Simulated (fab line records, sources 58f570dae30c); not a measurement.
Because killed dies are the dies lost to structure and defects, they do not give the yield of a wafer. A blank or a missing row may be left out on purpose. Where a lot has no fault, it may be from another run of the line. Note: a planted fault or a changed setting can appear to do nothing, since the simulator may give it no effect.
Split-lot trial | flow berkeleyCmos170 | 5 lots, 23 wafers read, on a route of 331 steps

ABOUT THE SPLIT
At UCB170_CONTACT_CVD_01 (deposits PSG from SiH4/O2/PH3, target thk 700 nm, time 2820 s), the setting tempC was moved away from the recipe's 450 C on 5 of the 23 wafers read, by -1.8%. The other wafers ran this setting at the recipe's value.

No step appears in the file between the split and the reading.

THE READING
CONTACT_PSG_THK at UCB170_CONTACT_THK_MEAS_02, in nm. Typical for fault-free wafers on this fab line: 700 nm, with standard deviation 5.6 nm.

wafer  | tool, chamber at the split | tempC as run, C | against the recipe | CONTACT_PSG_THK, nm | against lot-mates on the recipe
L074.3 | lpcvd-01, 1                | 450             | recipe             | 698                 | -
L074.4 | lpcvd-01, 1                | 450             | recipe             | 700                 | -
L074.6 | lpcvd-01, 1                | 450             | recipe             | 701                 | -
L076.1 | -, -                       | 442             | -1.8%              | 645                 | no lot-mate on the recipe
L076.2 | -, -                       | 442             | -1.8%              | 639                 | no lot-mate on the recipe
L076.4 | -, -                       | 442             | -1.8%              | 641                 | no lot-mate on the recipe
L076.5 | -, -                       | 442             | -1.8%              | 643                 | no lot-mate on the recipe
L076.6 | -, -                       | 442             | -1.8%              | 640                 | no lot-mate on the recipe
L080.1 | -, -                       | 450             | recipe             | 697                 | -
L080.2 | -, -                       | 450             | recipe             | 698                 | -
L080.4 | -, -                       | 450             | recipe             | 696                 | -
L080.5 | -, -                       | 450             | recipe             | 701                 | -
L080.6 | -, -                       | 450             | recipe             | 695                 | -
L082.1 | -, -                       | 450             | recipe             | 688                 | -
L082.3 | -, -                       | 450             | recipe             | 695                 | -
L082.4 | -, -                       | 450             | recipe             | 688                 | -
L082.5 | -, -                       | 450             | recipe             | 696                 | -
L082.6 | -, -                       | 450             | recipe             | 698                 | -
L081.2 | -, -                       | 450             | recipe             | 707                 | -
L081.3 | -, -                       | 450             | recipe             | 701                 | -
L081.4 | -, -                       | 450             | recipe             | 701                 | -
L081.5 | -, -                       | 450             | recipe             | 699                 | -
L081.6 | -, -                       | 450             | recipe             | 699                 | -

FIT RESULTS
A straight line over all 23 wafers: CONTACT_PSG_THK changes by +31.5 nm for each +1% of tempC; r = +0.99; the points scatter about the line by 4.2 nm.
Too few moved wafers with a lot-mate on the recipe to fit a line net of each lot's own level.

THE WHOLE CHAIN: every reading that the file lists as answering this split, in the file's order
step                       | what it does                                                  | reading                                                                      | change (the file's fit)              | r (the file's)
UCB170_CONTACT_CVD_01      | deposits PSG from SiH4/O2/PH3, target thk 700 nm, time 2820 s | PSG_of_CONTACT_CVD_01.thkNm (the simulator's own value, which no gauge read) | +31.6 nm for each +1% of the setting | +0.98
UCB170_CONTACT_THK_MEAS_02 |                                                               | CONTACT_PSG_THK                                                              | +31.5 for each +1% of the setting    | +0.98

FILE'S OWN FIT
CONTACT_PSG_THK changes by +31.5 nm for each +1% of tempC, r = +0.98.
